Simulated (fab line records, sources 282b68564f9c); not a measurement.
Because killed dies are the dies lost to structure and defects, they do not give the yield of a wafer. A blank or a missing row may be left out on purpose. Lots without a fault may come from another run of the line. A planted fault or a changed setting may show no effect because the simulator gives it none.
A lot that was struck, set against a sound lot    flow ritCmos    16 out of 202 route steps
Sound: these wafers, L190.1, L190.2, L190.4. Wafers L197.2, L197.3, L197.5 were the ones struck. Last of all comes the cause.
Each step with rows lists, per side, the tool, then ch with its chambers, then its first start. Under that, the readings that differ: sound wafers    struck wafers    difference of the means    sigmas: that difference in standard deviations of wafers without a fault.
alike: words and numbers the same on both sides, and readings whose means are apart by under 2 such deviations; not compared: readings that were withheld, readings missing a value for some wafer, numbers with overlapping values and no deviation given by the record, and bounds like >300 which may hide the same value.
The two part at a step that has a row with sigmas, a row that says differs or no value, or rows on one side only. Numbers that don't overlap but have no deviation are shown without sigmas and don't part them. Lack of a reading on every wafer of one side parts them only where that side has two or more wafers.

RIT_ACTIVE_BOW_MEAS_00:
  struck on filmMetro-03, day 3 07:01; sound on filmMetro-01, day 1 20:00
  alike: INCOMING_BOW
then, 1 step without rows for these wafers: RIT_ACTIVE_OXIDATION_01 (target thk 46.8 nm, ox time 3360 s).
RIT_ACTIVE_THK_MEAS_02:
  struck on filmMetro-03, day 3 11:29; sound on filmMetro-04, day 1 23:58
  alike: ACTIVE_OXIDE_THK
then, 1 step without rows for these wafers: RIT_ACTIVE_CVD_03 (deposits Si3N4 from SiH2Cl2/NH3, target thk 150 nm, time 1500 s).
RIT_ACTIVE_THK_MEAS_04:
  struck on filmMetro-04, day 3 12:58; sound on filmMetro-01, day 2 01:26
reading                  sound              struck             difference  sigmas
ACTIVE_NITRIDE_THK (nm)  152.6 152.4 151.9  148.2 147.6 147.8  -4.4        -3
then, 1 step without rows for these wafers: RIT_ACTIVE_HMDS_05 (prime time 60 s).
RIT_ACTIVE_COAT_06: resist thk 1000 nm.
  sound on lithoTrack-01 ch 0, day 2 01:39; struck on lithoTrack-01 ch 0, day 3 13:11
reading                                     sound                 struck                difference  sigmas
spinSpeedRpm (rpm)                          3254.3 3249.3 3254.7  3145.0 3148.2 3146.1  -106.3      -43
model.NOVOLAK_of_ACTIVE_COAT_06.thkNm (nm)  997.4 998 994.7       1018 1015 1021        +21         
  alike: chillPlateTempC, dispensePressureKPa, exhaustPa
then, 4 steps without rows for these wafers: RIT_ACTIVE_SOFTBAKE_07 (time 60 s); RIT_ACTIVE_EXPOSE_08 (exposes mask M1, target cd 1400 nm); RIT_ACTIVE_PEB_09; RIT_ACTIVE_DEVELOP_10 (develop time 50 s).
RIT_ACTIVE_CD_MEAS_11: the cd target is 1400 nm.
  struck on cdSem-01, day 3 13:53; sound on cdSem-02, day 2 02:21
  alike: cdNm
then, 1 step without rows for these wafers: RIT_ACTIVE_HARDBAKE_12 (time 60 s).
RIT_ACTIVE_ETCH_13: etches Si3N4 in SF6, stops on SiO2, time 210 s, target depth 210 nm.
  sound on rieDiel-01 ch 0,1,3, day 2 02:37; struck on rieDiel-04 ch 0,1,3, day 3 14:08
reading              sound              struck             difference  sigmas
oesProductAu (a.u.)  0.827 0.835 0.839  0.816 0.820 0.794  -0.024      -2
  alike: drypumpMotorCurrentA, throttleValvePct
  not compared: rfHoursCounterH, model.NOVOLAK_of_ACTIVE_COAT_06.thkNm
RIT_ACTIVE_STRIP_14: strips in O2, time 180 s.
  sound on plasmaAsher-02 ch 0,1, day 2 02:45; struck on plasmaAsher-04 ch 1, day 3 14:16
reading                   sound           struck          difference  sigmas
drypumpMotorCurrentA (A)  5.59 5.50 5.49  5.14 5.11 5.11  -0.41       -2
  alike: o2FlowSccm
  not compared: rfHoursCounterH
-- the record jumps here: 2 days lie between the struck wafers' starts before and after (it left off in module ACTIVE and takes up again in module M1, whose first step shown is number 202 of the route) --
RIT_M1_PROBE_99:
  struck on prober-02, day 5 18:06; sound on prober-01, day 4 02:08
  alike: killed_at_M0_to_M3, killedAtFrontEnd, killedDies, killedOpen, killedShort

## WHERE THEY PART
Last at RIT_ACTIVE_STRIP_14 as far as this record goes, first at RIT_ACTIVE_THK_MEAS_04. Later steps at which nothing parts them and some readings are alike: RIT_M1_PROBE_99.

WHY: what the simulator had put in
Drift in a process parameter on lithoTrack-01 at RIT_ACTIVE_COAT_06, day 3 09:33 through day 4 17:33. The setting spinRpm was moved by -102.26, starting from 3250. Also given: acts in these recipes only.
